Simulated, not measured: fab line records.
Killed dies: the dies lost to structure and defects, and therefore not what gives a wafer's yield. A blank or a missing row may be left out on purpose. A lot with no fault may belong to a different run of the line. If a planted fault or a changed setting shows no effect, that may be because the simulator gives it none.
Which tool did it? / flow berkeley_cmos170 / 21 wafers from 7 lots sampled at 2 of the route's 331 steps

## WHAT EACH GAUGE READ, for each wafer
UCB170_SDANNEAL_RS_MEAS_05: uses a four-point probe to measure.
lot=L591; measured=day 7 11:23; on=film_metro-01; NLDD_RS (ohm/sq)=614.1 616.5 614.3
lot=L594; measured=day 8 05:01; on=film_metro-01; NLDD_RS (ohm/sq)=615.8 617.1 616.1
lot=L598; measured=day 8 21:23; on=film_metro-02; NLDD_RS (ohm/sq)=615.4 613.9 614.2
lot=L601; measured=day 9 11:35; on=film_metro-01; NLDD_RS (ohm/sq)=541.0 539.3 540.3
lot=L604; measured=day 10 03:44; on=film_metro-02; NLDD_RS (ohm/sq)=616.3 617.2 616.4
lot=L606; measured=day 10 03:51; on=film_metro-01; NLDD_RS (ohm/sq)=618.2 617.7 618.6
lot=L610; measured=day 11 02:11; on=film_metro-01; NLDD_RS (ohm/sq)=614.8 613.0 614.4

## TOOL THAT RAN EACH LOT (tool first, then ch and the chambers of the sampled wafers, then the start)
lot=L591; UCB170_NLDD_IMPLANT_08=implanter-04 ch 0, day 6 19:45
lot=L594; UCB170_NLDD_IMPLANT_08=implanter-03 ch 0, day 7 12:58
lot=L598; UCB170_NLDD_IMPLANT_08=implanter-01 ch 0, day 8 10:40
lot=L601; UCB170_NLDD_IMPLANT_08=implanter-04 ch 0, day 8 23:58
lot=L604; UCB170_NLDD_IMPLANT_08=implanter-03 ch 0, day 9 16:05
lot=L606; UCB170_NLDD_IMPLANT_08=implanter-03 ch 0, day 9 16:44
lot=L610; UCB170_NLDD_IMPLANT_08=implanter-01 ch 0, day 10 17:31
- UCB170_NLDD_IMPLANT_08

## THE ANSWER, worked out from the rows above alone
Rule: what is usual is taken from the lots themselves. The widest of any qualifying gaps counts: lots, ordered by their means at a reading, are off when they make up no more than a third of the lots, leave a main group of 4 or more, and stand apart from it by 3 or more times the standard deviation of that group's means. The tables above print the reading to a certain number of digits; a main group whose means all agree to those digits is not used. Also off: a lot with no number at a reading for which 4 or more lots have one. All remaining lots with rows at the step are treated as sound.
Off: L601, seen at UCB170_SDANNEAL_RS_MEAS_05 (NLDD_RS). The main group has a mean of 615.8 ohm/sq with a standard deviation of 1.4.
A tool fits if, at a process step before that reading, it ran every lot that is off, and no sound lot after the first of them. The gauges at UCB170_SDANNEAL_RS_MEAS_05 are tried like those tools. One fits: UCB170_NLDD_IMPLANT_08 on implanter-04. A fault onset in the window from L591 (day 6 19:45, its last sound lot) to L601 (day 8 23:58, its first lot off) fits.

## WHAT THE SIMULATOR PUT IN
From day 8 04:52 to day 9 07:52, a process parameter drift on implanter-04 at UCB170_NLDD_IMPLANT_08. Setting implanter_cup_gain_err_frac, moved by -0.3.
Shown lots that were struck: L601. Same finding as the rule above.
